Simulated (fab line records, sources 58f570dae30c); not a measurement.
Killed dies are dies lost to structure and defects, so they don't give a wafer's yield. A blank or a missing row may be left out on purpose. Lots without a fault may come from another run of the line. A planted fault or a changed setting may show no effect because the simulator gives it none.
Which tool did it? | flow berkeley_cmos170 | 16 lots, 48 wafers sampled, at 4 steps of a route of 331

WHAT THE GAUGES READ, wafer by wafer
UCB170_PVT_TW_MEAS_09.
lot  | measured     | on            | PVT_TW
L272 | day 7 01:59  | film_metro-04 | 508 510 511
L273 | day 7 19:54  | film_metro-04 | 509 508 509
L274 | day 7 20:23  | film_metro-03 | 502 499 503
L276 | day 7 20:08  | film_metro-01 | 506 504 505
L278 | day 8 20:35  | film_metro-04 | 509 512 508
L277 | day 8 20:53  | film_metro-04 | 510 513 513
L279 | day 9 13:42  | film_metro-01 | 503 502 500
L281 | day 9 13:24  | film_metro-03 | 499 498 499
L280 | day 9 13:27  | film_metro-01 | 499 500 499
L282 | day 10 10:28 | film_metro-03 | 497 497 500
L283 | day 10 09:58 | film_metro-04 | 512 515 512
L284 | day 10 10:11 | film_metro-04 | 511 511 511
L285 | day 10 21:54 | film_metro-01 | 665 663 660 660 660 661
L286 | day 10 21:47 | film_metro-03 | 658 653 654 655 653 657
L287 | day 10 22:08 | film_metro-01 | 666 666 663 665 664 664
L288 | day 11 18:59 | film_metro-03 | 661 660 659 661 662 661

UCB170_NLDD_TW_MEAS_11.
lot  | measured     | on            | NLDD_TW
L272 | day 8 05:43  | film_metro-02 | 2206 2204 2210
L273 | day 9 02:48  | film_metro-02 | 2194 2182 2186
L274 | day 9 03:07  | film_metro-02 | 2192 2200 2176
L276 | day 9 02:45  | film_metro-03 | 2182 2179 2176
L278 | day 9 20:18  | film_metro-01 | 2186 2178 2172
L277 | day 9 20:37  | film_metro-02 | 2185 2194 2196
L279 | day 10 16:49 | film_metro-02 | 2211 2219 2222
L281 | day 10 14:53 | film_metro-02 | 2212 2218 2212
L280 | day 10 16:10 | film_metro-01 | 2199 2199 2199
L282 | day 11 14:29 | film_metro-01 | 2212 2220 2217
L283 | day 11 14:47 | film_metro-03 | 2192 2185 2191
L284 | day 11 12:42 | film_metro-03 | 2190 2193 2196
L285 | day 12 01:44 | film_metro-01 | 2197 2193 2196
L286 | day 12 00:40 | film_metro-02 | 2207 2202 2206
L287 | day 12 01:23 | film_metro-03 | 2177 2192 2191
L288 | day 12 20:46 | film_metro-01 | 2206 2191 2193

WHICH TOOL RAN EACH LOT (tool, then ch and the chambers of the sampled wafers, then the start)
lot  | UCB170_NWELL_ETCH_13              | UCB170_PVT_IMPLANT_07
L272 | rie_diel-02 ch 0,1,3, day 2 18:02 | implanter-01 ch 0, day 7 01:45
L273 | rie_diel-03 ch 0,1,3, day 3 04:16 | implanter-01 ch 0, day 7 19:39
L274 | rie_diel-03 ch 0,2,3, day 3 04:38 | implanter-02 ch 0, day 7 20:08
L276 | rie_diel-04 ch 0,3, day 3 14:49   | implanter-04 ch 0, day 7 19:53
L278 | rie_diel-02 ch 0,2,3, day 3 22:04 | implanter-02 ch 0, day 8 20:20
L277 | rie_diel-02 ch 1,2,3, day 3 22:18 | implanter-04 ch 0, day 8 20:41
L279 | rie_diel-03 ch 0,1,3, day 4 06:31 | implanter-02 ch 0, day 9 13:27
L281 | rie_diel-02 ch 2,3, day 4 11:22   | implanter-04 ch 0, day 9 13:07
L280 | rie_diel-04 ch 0,2, day 4 11:29   | implanter-01 ch 0, day 9 13:12
L282 | rie_diel-02 ch 0,1,3, day 4 20:46 | implanter-02 ch 0, day 10 10:13
L283 | rie_diel-04 ch 1,3, day 5 04:07   | implanter-02 ch 0, day 10 09:43
L284 | rie_diel-03 ch 1,2,3, day 5 04:14 | implanter-04 ch 0, day 10 09:56
L285 | rie_diel-02 ch 1,2,3, day 5 12:07 | implanter-04 ch 0, day 10 21:40
L286 | rie_diel-03 ch 0,1,3, day 5 16:24 | implanter-02 ch 0, day 10 21:32
L287 | rie_diel-02 ch 0,2,3, day 5 16:42 | implanter-01 ch 0, day 10 21:53
L288 | rie_diel-02 ch 0,3, day 6 03:52   | implanter-04 ch 0, day 11 18:44
- UCB170_NWELL_ETCH_13: etches Si3N4 in CH3F/Ar/O2, stops on SiO2, target depth 246.4 nm, time 154 s.
- UCB170_PVT_IMPLANT_07

WHAT THE TOOLS THEMSELVES READ (means of the sampled wafers that have a number; where no wafer has one, the mark that the record gives instead)
UCB170_NWELL_ETCH_13.
lot  | tool        | drypump_motor_current_A (A) | oes_product_au (a.u.) | throttle_valve_pct (%)
L272 | rie_diel-02 | 5.3                         | 0.931                 | 8.09
L273 | rie_diel-03 | 5.7                         | 0.954                 | 8.06
L274 | rie_diel-03 | 5.4                         | 0.935                 | 8.13
L276 | rie_diel-04 | 6.1                         | 0.953                 | 8.10
L278 | rie_diel-02 | 5.1                         | 0.931                 | 8.14
L277 | rie_diel-02 | 5.2                         | 0.940                 | 8.14
L279 | rie_diel-03 | 5.7                         | 0.939                 | 8.05
L281 | rie_diel-02 | 5.2                         | 0.917                 | 8.24
L280 | rie_diel-04 | 5.9                         | 0.950                 | 8.06
L282 | rie_diel-02 | 5.3                         | 0.942                 | 8.10
L283 | rie_diel-04 | 6.1                         | 0.932                 | 8.10
L284 | rie_diel-03 | 5.4                         | 0.938                 | 8.12
L285 | rie_diel-02 | 5.2                         | 0.941                 | 8.14
L286 | rie_diel-03 | 5.7                         | 0.947                 | 8.05
L287 | rie_diel-02 | 5.1                         | 0.928                 | 8.15
L288 | rie_diel-02 | 5.2                         | 0.957                 | 8.11

THE ANSWER, worked out from the rows above alone
Rule: what is usual is taken from the lots themselves. Put in order of their means at a reading, lots are off if they are a third of the lots or fewer, leave a main group of 4 or more, and stand apart from it by a gap of 3 or more times the standard deviation of the main group's means; of several such gaps the widest counts. A main group whose means are all the same, to the digits that the tables above print for the reading, isn't used. A lot without any number at a reading at which 4 lots or more have one is off too. The other lots that the step has rows for count as sound. The gauges are gone through in route order, then the tools' own readings, and for those a lot's mean is taken as printed above. The first step at which some lot is off is used, and at that step the reading that is off furthest; a lot without a number counts as furthest.
Off: L285, L286, L287, L288, at UCB170_PVT_TW_MEAS_09 (PVT_TW). The main group: mean 506, standard deviation 5.4.
A tool fits if, at a process step before that reading, it ran every lot that is off, and no sound lot after the first of them. The gauges at UCB170_PVT_TW_MEAS_09 are tried like those tools. None of those tried fits.

WHAT THE SIMULATOR HAD PUT IN
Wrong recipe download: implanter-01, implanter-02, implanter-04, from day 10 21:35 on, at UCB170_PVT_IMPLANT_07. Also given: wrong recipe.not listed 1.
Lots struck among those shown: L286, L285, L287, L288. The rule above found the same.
